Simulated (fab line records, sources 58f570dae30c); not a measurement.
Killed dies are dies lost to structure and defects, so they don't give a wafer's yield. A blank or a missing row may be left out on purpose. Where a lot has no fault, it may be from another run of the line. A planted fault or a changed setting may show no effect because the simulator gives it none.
What tool caused it? -- flow berkeleyCmos170 -- 21 wafers from 7 lots sampled at 2 of the route's 331 steps

## WHAT THE GAUGES SHOWED, per wafer
UCB170_PLDD_TW_MEAS_11.
lot,measured,on,PLDD_TW
L278,day 8 00:55,filmMetro-04,1028 1035 1032
L279,day 8 01:45,filmMetro-01,1110 1124 1119
L285,day 10 00:59,filmMetro-04,1154 1151 1149
L288,day 10 01:50,filmMetro-04,1022 1027 1026
L293,day 11 18:15,filmMetro-04,1028 1030 1030
L296,day 12 14:30,filmMetro-02,1009 1005 1006
L297,day 12 23:08,filmMetro-02,1004 1003 1002

## WHICH TOOL RAN EACH LOT (tool, then ch and the chambers of the sampled wafers, then the start)
lot,UCB170_PLDD_IMPLANT_08
L278,"implanter-03 ch 0, day 8 00:31"
L279,"implanter-03 ch 0, day 8 01:23"
L285,"implanter-03 ch 0, day 10 00:37"
L288,"implanter-02 ch 0, day 10 01:28"
L293,"implanter-02 ch 0, day 11 17:53"
L296,"implanter-02 ch 0, day 12 14:06"
L297,"implanter-03 ch 0, day 12 22:44"
- UCB170_PLDD_IMPLANT_08

## THE ANSWER, worked out from the rows above alone
Rule: what is usual is taken from the lots themselves. Put in order of their means at a reading, lots are off if they are a third of the lots or fewer, leave a main group of 4 or more, and stand apart from it by a gap of 3 or more times the standard deviation of the main group's means; of several such gaps the widest counts. A main group is skipped when, at the precision printed for the reading in the tables above, its means are all equal. A lot without any number at a reading at which 4 lots or more have one is off too. Any other lot the step has rows for is counted as sound.
Off: at UCB170_PLDD_TW_MEAS_11 (PLDD_TW), L279, L285. Main group: mean 1019, sd 12.
A tool fits if, at a process step before that reading, it ran every lot that is off, and no sound lot after the first of them. Those tools and the gauges at UCB170_PLDD_TW_MEAS_11 are tried in the same way. None of those tried fits.

## WHAT THE SIMULATOR PUT IN
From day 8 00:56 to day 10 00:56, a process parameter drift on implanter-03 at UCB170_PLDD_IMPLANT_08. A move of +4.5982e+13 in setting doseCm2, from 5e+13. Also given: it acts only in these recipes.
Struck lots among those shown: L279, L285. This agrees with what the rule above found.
